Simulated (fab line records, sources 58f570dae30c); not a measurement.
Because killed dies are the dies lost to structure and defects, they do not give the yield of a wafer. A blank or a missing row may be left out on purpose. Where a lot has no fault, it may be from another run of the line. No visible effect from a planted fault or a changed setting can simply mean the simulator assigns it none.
Problem report, 8D (eight disciplines) form, completed by code -- flow berkeley cmos170 -- the parts of the form that need people (team, actions taken, sign-off) are left out

1. WHAT IS WRONG
beam energy keV at UCB170_PFIELD_IMPLANT_07 reads a mean of 90.427 on 6 wafers of 2 lots; wafers without a fault read 80.000 with a standard deviation of 0.023. That is +99 or more standard deviations from the usual mean.
Seen first at day 8 21:12 on implanter-02, wafer L668.3. The record has a number at this step for 18 wafers belonging to 6 lots. Rule for "out" (also "out of limits"): further than 4 standard deviations from the usual mean. Any other wafer with a number is counted as sound.

2. WHAT THIS IS AND IS NOT
question,is,is not
which readings at this step,beam energy keV,tilt deg
which lots,"L668, L669","L652, L660, L671, L673"
which wafers of those lots,all that have a number,-
read on which tools,implanter-02,"implanter-01, implanter-03"
when,from day 8 21:12,"up to then (6 sound wafers); but 6 sound wafers of L671, L673 came after"

3. WHAT RULES OUT EACH SUSPECT
Counting: a tool at a process step up to the reading stays a suspect if it ran every lot that is out and no sound lot after the first of them.
- plasma asher-02 at UCB170_ACTIVE_STRIP_16 (strips in O2): ruled out as a lasting fault. Sound lots L671 ran on it after its first lot that is out, L668 (day 8 19:10).
- implanter-02 at UCB170_PFIELD_IMPLANT_07: kept. It processed each lot that is out, first L668 at day 8 21:12, and no sound lot thereafter; up to then, the last sound lot it processed was L652 at day 5 18:56. On those wafers its own readings are out: beam energy keV.
Remaining after the count: implanter-02 at UCB170_PFIELD_IMPLANT_07.

4. THE CAUSE (what the simulator had put in)
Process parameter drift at UCB170_PFIELD_IMPLANT_07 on implanter-02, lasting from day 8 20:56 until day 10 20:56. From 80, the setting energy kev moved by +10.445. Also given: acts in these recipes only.
This tool alone remained once counting was done.

5. THE EFFECT CHAIN, in route order
One row per reading whose mean, taken over the struck wafers that have a number, lies over 3 standard deviations from the usual. Readings are gone through only where the record gives a usual standard deviation; hours: the median, over the lots, of the time from a lot's start at the first step in this table giving one to that lot's start at this step; sigmas: the change measured in usual standard deviations.
hours,step,reading,usual,on struck wafers,change,sigmas
0,UCB170_PFIELD_IMPLANT_07,beam energy keV,80.000,90.427,+10.427,+99 or more
The process steps in it:
- UCB170_PFIELD_IMPLANT_07

6. WHAT WOULD HAVE CAUGHT IT SOONER
In this record no reading fell out of limits until day 8 21:12, 0 hours after the fault had begun at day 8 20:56.
